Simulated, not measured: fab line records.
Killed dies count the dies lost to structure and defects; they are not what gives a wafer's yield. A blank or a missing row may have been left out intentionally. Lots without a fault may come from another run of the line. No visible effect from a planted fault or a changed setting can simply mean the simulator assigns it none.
Comparing a struck lot with a sound one || flow rit_cmos || 44 steps out of a route of 202
Sound: these wafers, L708.1, L708.2, L708.3. Wafers L719.2, L719.3, L719.6 were the ones struck. The cause is named last.
Each step with rows lists, per side, the tool, then ch with its chambers, then its first start. Under that, the readings that differ: sound wafers || struck wafers || difference of the means || sigmas: that difference in standard deviations of wafers without a fault.
alike: readings with means less than 2 such deviations apart, plus words and numbers identical on both sides. not compared: withheld readings, readings lacking a value on some wafer, bounds such as >300 that could conceal the same value, and numbers that have no deviation in the record and whose values overlap.
Wherever a step has rows on one side only, a row that says differs or no value, or a row with sigmas, the two part there. When numbers do not overlap yet have no deviation, they are printed without sigmas and do not part them. Lack of a reading on every wafer of one side parts them only where that side has two or more wafers.

first, 2 steps without rows for these wafers: RIT_PLDD_PEB_04; RIT_PLDD_DEVELOP_05 (develop time 50 s).
RIT_PLDD_OVL_MEAS_06:
  sound on overlay-01, day 3 09:49; struck on overlay-02, day 5 17:33
  alike: PLDD_OVL
then, 2 steps without rows for these wafers: RIT_PLDD_HARDBAKE_07 (time 60 s); RIT_PLDD_IMPLANT_08.
RIT_PLDD_STRIP_09: strips in O2, time 180 s.
  sound on plasma_asher-01 ch 0,1, day 3 10:09; struck on plasma_asher-04 ch 0,1, day 5 17:59
  alike: drypump_motor_current_A
  not compared: rf_hours_counter_h
RIT_PLDD_TW_MEAS_10:
  sound on film_metro-01, day 3 10:20; struck on film_metro-02, day 5 18:10
  alike: PLDD_TW
then, 4 steps without rows for these wafers: RIT_SPACER_CLEAN_00 (cleans in SC1, time 600 s); RIT_SPACER_CLEAN_01 (cleans in dHF, time 30 s); RIT_SPACER_CLEAN_02 (cleans in SC2, time 600 s); RIT_SPACER_CVD_03 (deposits Si3N4 from SiH2Cl2/NH3, target thk 250 nm, time 3300 s).
RIT_SPACER_THK_MEAS_04:
  sound on film_metro-03, day 3 15:01; struck on film_metro-04, day 5 20:31
{"reading": "SPACER_NITRIDE_THK (nm)", "sound": "252.2 253.6 253.0", "struck": "246.3 246.5 245.9", "difference": -6.7, "sigmas": -3}
RIT_SPACER_ETCHBACK_05: etches Si3N4 in SF6/CHF3, stops on SiO2, target depth 250 nm, time 240 s.
  sound on rie_diel-04 ch 0,1,3, day 3 15:05; struck on rie_diel-02 ch 0,2,3, day 5 20:34
{"reading": "oes_product_au (a.u.)", "sound": "0.844 0.830 0.844", "struck": "0.665 0.670 0.667", "difference": -0.172, "sigmas": -13}
{"reading": "run_length_s (s)", "sound": "268.6 268.1 269.0", "struck": "363.6 364.7 364.2", "difference": "+95.6", "sigmas": "+99 or more"}
{"reading": "model.poly-Si_of_GATE_CVD_08.thk_nm (nm)", "sound": "164.4 166.6 164", "struck": "144.5 140.2 143.9", "difference": -22.1, "sigmas": ""}
{"reading": "model.Si3N4_of_SPACER_CVD_03.thk_nm (nm)", "sound": "197.2 198 197.8", "struck": "173.2 171.2 172.2", "difference": -25.5, "sigmas": ""}
{"reading": "model.SiO2_of_FOX2_OXIDATION_00.thk_nm (nm)", "sound": "172.3 164.8 172.1", "struck": "158.5 157.6 160.3", "difference": -10.9, "sigmas": ""}
  alike: drypump_motor_current_A, throttle_valve_pct
  not compared: rf_hours_counter_h
then, 6 steps without rows for these wafers: RIT_NSD_HMDS_00 (prime time 60 s); RIT_NSD_COAT_01 (resist thk 1000 nm); RIT_NSD_SOFTBAKE_02 (time 60 s); RIT_NSD_EXPOSE_03 (exposes mask M9, target cd 40700 nm); RIT_NSD_PEB_04; RIT_NSD_DEVELOP_05 (develop time 50 s).
RIT_NSD_OVL_MEAS_06:
  sound on overlay-01, day 3 16:05; struck on overlay-01, day 5 21:34
  alike: NSD_OVL
then, 2 steps without rows for these wafers: RIT_NSD_HARDBAKE_07 (time 60 s); RIT_NSD_IMPLANT_08.
RIT_NSD_STRIP_09: strips in O2, time 180 s.
  sound on plasma_asher-01 ch 0,1, day 3 16:25; struck on plasma_asher-04 ch 0,1, day 5 21:53
  alike: drypump_motor_current_A
  not compared: rf_hours_counter_h
RIT_NSD_TW_MEAS_10:
  sound on film_metro-01, day 3 16:35; struck on film_metro-03, day 5 22:05
{"reading": "NSD_TW", "sound": "3173 3161 3177", "struck": "3081 3082 3063", "difference": -95, "sigmas": -2}
then, 6 steps without rows for these wafers: RIT_PSD_HMDS_00 (prime time 60 s); RIT_PSD_COAT_01 (resist thk 1000 nm); RIT_PSD_SOFTBAKE_02 (time 60 s); RIT_PSD_EXPOSE_03 (exposes mask M10, target cd 40900 nm); RIT_PSD_PEB_04; RIT_PSD_DEVELOP_05 (develop time 50 s).
RIT_PSD_OVL_MEAS_06:
  sound on overlay-02, day 3 17:38; struck on overlay-01, day 5 23:08
  alike: PSD_OVL
then, 2 steps without rows for these wafers: RIT_PSD_HARDBAKE_07 (time 60 s); RIT_PSD_IMPLANT_08.
RIT_PSD_STRIP_09: strips in O2, time 180 s.
  sound on plasma_asher-01 ch 0,1, day 3 17:58; struck on plasma_asher-03 ch 0,1, day 5 23:28
  alike: drypump_motor_current_A
  not compared: rf_hours_counter_h
RIT_PSD_TW_MEAS_10:
  sound on film_metro-03, day 3 18:08; struck on film_metro-02, day 5 23:40
  alike: PSD_TW
then, 2 steps without rows for these wafers: RIT_SDANNEAL_CLEAN_00 (cleans in SC1, time 600 s); RIT_SDANNEAL_CLEAN_01 (cleans in dHF, time 30 s).
RIT_SDANNEAL_CLEAN_02: cleans in SC2, time 600 s.
  sound on wet_bench-04 ch 3, day 3 18:23; struck on wet_bench-04 ch 2, day 6 00:04
{"reading": "model.poly-Si_of_GATE_CVD_08.thk_nm (nm)", "sound": "160 162.2 159.6", "struck": "140 135.7 139.4", "difference": -22, "sigmas": ""}
  alike: bath_guard_temp_C
RIT_SDANNEAL_RTA_03: time 5 s.
  sound on rtp_anneal-02 ch 0, day 3 18:34; struck on rtp_anneal-01 ch 0, day 6 00:26
  alike: wafer_temp_C_max
RIT_SDANNEAL_RS_MEAS_04: measures by four-point-probe.
  sound on film_metro-01, day 3 18:38; struck on film_metro-01, day 6 00:30
  alike: PSD_RS
RIT_SDANNEAL_RS_MEAS_05: measures by four-point-probe.
  sound on film_metro-01, day 3 18:45; struck on film_metro-01, day 6 00:37
  alike: NSD_RS
RIT_SDANNEAL_RS_MEAS_06: measures by four-point-probe.
  sound on film_metro-01, day 3 18:52; struck on film_metro-01, day 6 00:44
  alike: PLDD_RS
RIT_SILICIDE_WET_ETCH_00: etches SiO2 in BOE, target depth 14 nm, time 15 s.
  sound on wet_bench-02 ch 1, day 3 19:07; struck on wet_bench-02 ch 3, day 6 00:58
{"reading": "model.Si3N4_of_SPACER_CVD_03.thk_nm (nm)", "sound": "196 196.8 196.6", "struck": "172 170 171.1", "difference": -25, "sigmas": ""}
{"reading": "model.SiO2_of_FOX2_OXIDATION_00.thk_nm (nm)", "sound": "143.5 136.1 143.4", "struck": "130 129.1 131.7", "difference": -11, "sigmas": ""}
RIT_M1_PROBE_99:
  sound on prober-01, day 4 02:01; struck on prober-02, day 6 08:32
{"reading": "model.etest.nplus_sal.width_nm (nm)", "sound": "3469 3477 3446", "struck": "3653 3619 3614", "difference": "+165", "sigmas": ""}
{"reading": "model.etest.pplus_sal.width_nm (nm)", "sound": "3462 3452 3462", "struck": "3618 3632 3630", "difference": "+168", "sigmas": ""}
{"reading": "model.etest.pldd.width_nm (nm)", "sound": "3207 3175 3176", "struck": "3349 3341 3353", "difference": "+162", "sigmas": ""}
{"reading": "model.etest.nldd.width_nm (nm)", "sound": "3197 3183 3171", "struck": "3338 3329 3349", "difference": "+155", "sigmas": ""}
{"reading": "model.etest.pwell_pinched.rs_ohm_sq", "sound": "460.4 452.1 450.6", "struck": "546.7 548.7 546.9", "difference": "+93.1", "sigmas": ""}
{"reading": "model.etest.nwell_pinched.rs_ohm_sq", "sound": "341 340.2 341.1", "struck": "413.9 425.8 416.4", "difference": "+77.9", "sigmas": ""}
{"reading": "model.etest.well_edge_left.line_ohm_um", "sound": "182.9 181 181.9", "struck": "224.4 231.8 223.6", "difference": "+44.7", "sigmas": ""}
{"reading": "model.etest.well_edge_right.line_ohm_um", "sound": "185.9 183.1 184.9", "struck": "225.2 227.8 226.3", "difference": "+41.8", "sigmas": ""}
  alike: killed_at_contacts, killed_at_front_end, killed_dies, killed_open, killed_short

## WHERE THEY PART
At RIT_SPACER_THK_MEAS_04 first; at RIT_NSD_TW_MEAS_10 last (within this record only). Later steps at which nothing parts them and some readings are alike: RIT_PSD_OVL_MEAS_06, RIT_PSD_STRIP_09, RIT_PSD_TW_MEAS_10, RIT_SDANNEAL_CLEAN_02, RIT_SDANNEAL_RTA_03, RIT_SDANNEAL_RS_MEAS_04, RIT_SDANNEAL_RS_MEAS_05, RIT_SDANNEAL_RS_MEAS_06, RIT_M1_PROBE_99.

WHY: what had been put in by the simulator
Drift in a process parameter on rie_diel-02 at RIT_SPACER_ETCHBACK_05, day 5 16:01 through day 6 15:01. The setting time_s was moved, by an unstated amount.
